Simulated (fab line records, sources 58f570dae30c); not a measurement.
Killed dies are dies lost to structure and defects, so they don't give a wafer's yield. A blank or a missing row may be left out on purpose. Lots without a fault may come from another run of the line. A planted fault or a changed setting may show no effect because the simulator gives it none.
Problem report in the 8D (eight disciplines) form, filled by code | flow berkeley_cmos170 | the parts of the form that need people (team, actions taken, sign-off) are left out

1. THE PROBLEM
PSD_OVL at UCB170_PSD_OVL_MEAS_07 reads a mean of 110 nm on 12 wafers of 4 lots; wafers without a fault read 1 nm with a standard deviation of 4.9. That is +22 standard deviations from the usual mean.
First seen on wafer L121.1, day 9 04:17, on overlay-01. The record holds 48 wafers of 16 lots with a number at this step. Rule for "out", or "out of limits": more than 4 standard deviations from the usual mean. The other wafers with a number count as sound.

2. WHAT IT IS AND WHAT IT IS NOT
question                    | is                     | is not
which readings at this step | PSD_OVL                | -
which lots                  | L120, L121, L125, L127 | L115, L116, L117, L118, L119, L122, L124, L133, L134, L135, L136, L138
which wafers of those lots  | all that have a number | -
read on which gauges        | overlay-01, overlay-02 | -
when                        | from day 9 04:17       | up to then (18 sound wafers); but 18 sound wafers of L124, L133, L134, L135, L136, L138 came after

3. SUSPECTS, AND WHAT RULES EACH OUT
Counting: a tool at a process step up to the reading stays a suspect if it ran every lot that is out and no sound lot after the first of them.
- the gauge at UCB170_PSD_OVL_MEAS_07: ruled out. The wafers that are out were read on 2 gauges (overlay-01, overlay-02).
- krf_scanner-02 at UCB170_PSD_EXPOSE_03 (exposes mask PSELECT MOD, target cd 1200 nm): kept. It ran every lot that is out, first L121 (day 9 03:37), and no sound lot after that; its last sound lot up to then is L122 (day 9 03:32).
Left after counting: krf_scanner-02 at UCB170_PSD_EXPOSE_03.

4. THE CAUSE (what the simulator had put in)
Scanner matching overlay: krf_scanner-02, from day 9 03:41 on, at UCB170_PSD_EXPOSE_03. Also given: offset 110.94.
Counting left only this tool.

5. THE CHAIN OF EFFECTS, in route order
Each row: a reading whose mean over the struck wafers that have a number lies more than 3 standard deviations from the usual. Only readings for which the record gives a usual standard deviation are gone through. hours: the time from each lot's start at the first step in this table that gives one to its start at this step, as a median over the lots. sigmas: the change in usual standard deviations.
hours | step                   | reading | usual | on struck wafers | change | sigmas
0     | UCB170_PSD_OVL_MEAS_07 | PSD_OVL | 1 nm  | 110              | +109   | +22
Later measuring or inspecting steps at which every struck wafer that the step has a row for has a number for every such reading, and none has moved that far: UCB170_SILICIDE_RS_MEAS_02.

6. WHAT WOULD HAVE CAUGHT IT SOONER
In this record the first reading out of limits at a measuring or inspecting step was taken at day 9 04:17, 1 hour after the fault began at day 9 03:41.
Of the tool readings at UCB170_PSD_EXPOSE_03 for which the record gives a usual standard deviation, none was out on any struck wafer, so an alarm limit of 4 standard deviations on them would not have fired.
Of the lots that are out (4), L125, L127 began UCB170_PSD_EXPOSE_03 on krf_scanner-02 after day 9 04:17. A hold on the tool at that time would have spared those 2.
